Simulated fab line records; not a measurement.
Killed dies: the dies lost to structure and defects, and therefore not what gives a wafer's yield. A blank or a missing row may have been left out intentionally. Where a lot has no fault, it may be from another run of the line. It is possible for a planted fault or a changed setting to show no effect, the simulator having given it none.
Comparing a struck lot with a sound one -- flow berkeley cmos170 -- 29 steps out of a route of 331
Sound: the wafers L901.1, L901.4, L901.6. Wafers struck: L919.2, L919.3, L919.5. The cause is named last.
Order at every step that has rows: each side's tool, ch and its chambers, its first start. Under that, the readings that differ: sound wafers -- struck wafers -- difference of the means -- sigmas: that difference in standard deviations of wafers without a fault.
alike: same words and numbers on both sides, and readings whose means sit less than 2 such deviations apart. not compared: any withheld reading, any reading some wafer has no value for, any bound like >300 that may hide the same value, and any number with overlapping values for which the record gives no deviation.
A row with sigmas, a row that says differs or no value, or rows on one side alone: a step with any of these is where the two part. Numbers that have no deviation but don't overlap get no sigmas and don't part them. A reading missing from all wafers of one side parts the sides only when that side holds two or more wafers.

UCB170_ACTIVE_THK_MEAS_03:
  struck on film metro-03, day 8 02:41; sound on film metro-03, day 5 08:10
  alike: ACTIVE_OXIDE_THK
then, 2 steps without rows for these wafers: UCB170_ACTIVE_ANNEAL_04 (time 900 s); UCB170_ACTIVE_CVD_05 (deposits Si3N4 from SiH2Cl2/NH3, target thk 220 nm, time 3300 s).
UCB170_ACTIVE_THK_MEAS_06:
  struck on film metro-03, day 8 08:29; sound on film metro-03, day 5 16:41
  alike: ACTIVE_NITRIDE_THK
then, 6 steps without rows for these wafers: UCB170_ACTIVE_HMDS_07 (prime time 60 s); UCB170_ACTIVE_COAT_08 (resist thk 900 nm); UCB170_ACTIVE_SOFTBAKE_09 (time 60 s); UCB170_ACTIVE_EXPOSE_10 (exposes mask ACTIVE, target cd 1200 nm); UCB170_ACTIVE_PEB_11; UCB170_ACTIVE_DEVELOP_12 (develop time 45 s).
UCB170_ACTIVE_CD_MEAS_13 targets a cd of 1200 nm.
  struck on cd sem-02, day 8 12:17; sound on cd sem-02, day 5 17:50
  alike: cd nm
UCB170_ACTIVE_OVL_MEAS_14:
  struck on overlay-02, day 8 12:23; sound on overlay-01, day 5 17:57
  alike: ACTIVE_OVL
UCB170_ACTIVE_ETCH_15: etches Si3N4 in CH3F/Ar/O2, stops on SiO2, target depth 242 nm, time 151 s.
  sound on rie diel-01 ch 0,1,2, day 5 17:59; struck on rie diel-01 ch 1,2, day 8 12:25
reading,sound,struck,difference,sigmas
oes product au (a.u.),0.945 0.956 0.937,0.876 0.921 0.920,-0.040,-3
model.KrF_of_ACTIVE_COAT_08.thk nm (nm),724.1 726.1 725.2,711.5 708 709.2,-15.6,
model.SiO2_of_ACTIVE_OXIDATION_02.thk nm (nm),22.7 22.44 21.94,17.73 18.82 18.67,-3.95,
  alike: drypump motor current A, throttle valve pct
  not compared: rf hours counter h
UCB170_ACTIVE_STRIP_16: strips in O2.
  sound on plasma asher-03 ch 0, day 5 18:05; struck on plasma asher-03 ch 0,1, day 8 12:31
reading,sound,struck,difference,sigmas
strip time to endpoint s (s),18.07 18.14 18.09,17.77 17.70 17.71,-0.37,-5
  alike: drypump motor current A, oes product au
  not compared: rf hours counter h
UCB170_ACTIVE_CD_MEAS_90 targets a cd of 1200 nm.
  struck on cd sem-02, day 8 12:41; sound on cd sem-01, day 5 18:11
  alike: cd nm
then, 7 steps without rows for these wafers: UCB170_ACTIVE_CLEAN_17 (cleans in SPM, time 600 s); UCB170_PFIELD_HMDS_00 (prime time 60 s); UCB170_PFIELD_COAT_01 (resist thk 900 nm); UCB170_PFIELD_SOFTBAKE_02 (time 60 s); UCB170_PFIELD_EXPOSE_03 (exposes mask PFIELD, target cd 1500 nm); UCB170_PFIELD_PEB_04; UCB170_PFIELD_DEVELOP_05 (develop time 45 s).
UCB170_PFIELD_OVL_MEAS_06:
  struck on overlay-01, day 8 17:16; sound on overlay-02, day 5 20:44
reading,sound,struck,difference,sigmas
PFIELD_OVL (nm),4 7 5,-17 -10 -10,-18,-3
next, for these wafers, 1 step has no rows: UCB170_PFIELD_IMPLANT_07.
UCB170_PFIELD_STRIP_08: strips in O2.
  sound on plasma asher-02 ch 0,1, day 5 20:55; struck on plasma asher-03 ch 0,1, day 8 17:26
reading,sound,struck,difference,sigmas
strip time to endpoint s (s),21.62 21.72 21.72,21.59 21.57 21.59,-0.10,-2
  alike: drypump motor current A, oes product au
  not compared: rf hours counter h
UCB170_PFIELD_TW_MEAS_09:
  struck on film metro-02, day 8 17:33; sound on film metro-02, day 5 21:01
  alike: PFIELD_TW
UCB170_FIELD_CLEAN_00: cleans in dHF, time 7.5 s.
  sound on wet bench-04 ch 1, day 5 21:20; struck on wet bench-04 ch 3, day 8 17:48
reading,sound,struck,difference,sigmas
model.SiO2_of_ACTIVE_OXIDATION_02.thk nm (nm),21.23 20.98 20.47,16.27 17.36 17.2,-3.95,
then, 1 step without rows for these wafers: UCB170_FIELD_OXIDATION_01 (target thk 558.3 nm, ox time 7200 s).
UCB170_M3_PROBE_99:
  sound wafers here have rows in the record (prober-02, day 9 22:08); struck ones have none

## WHERE THEY PART
First at UCB170_ACTIVE_ETCH_15; last, within this record, at UCB170_M3_PROBE_99.

WHY: the cause the simulator had injected
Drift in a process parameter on rie diel-01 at UCB170_ACTIVE_ETCH_15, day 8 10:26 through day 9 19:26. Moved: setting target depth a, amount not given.
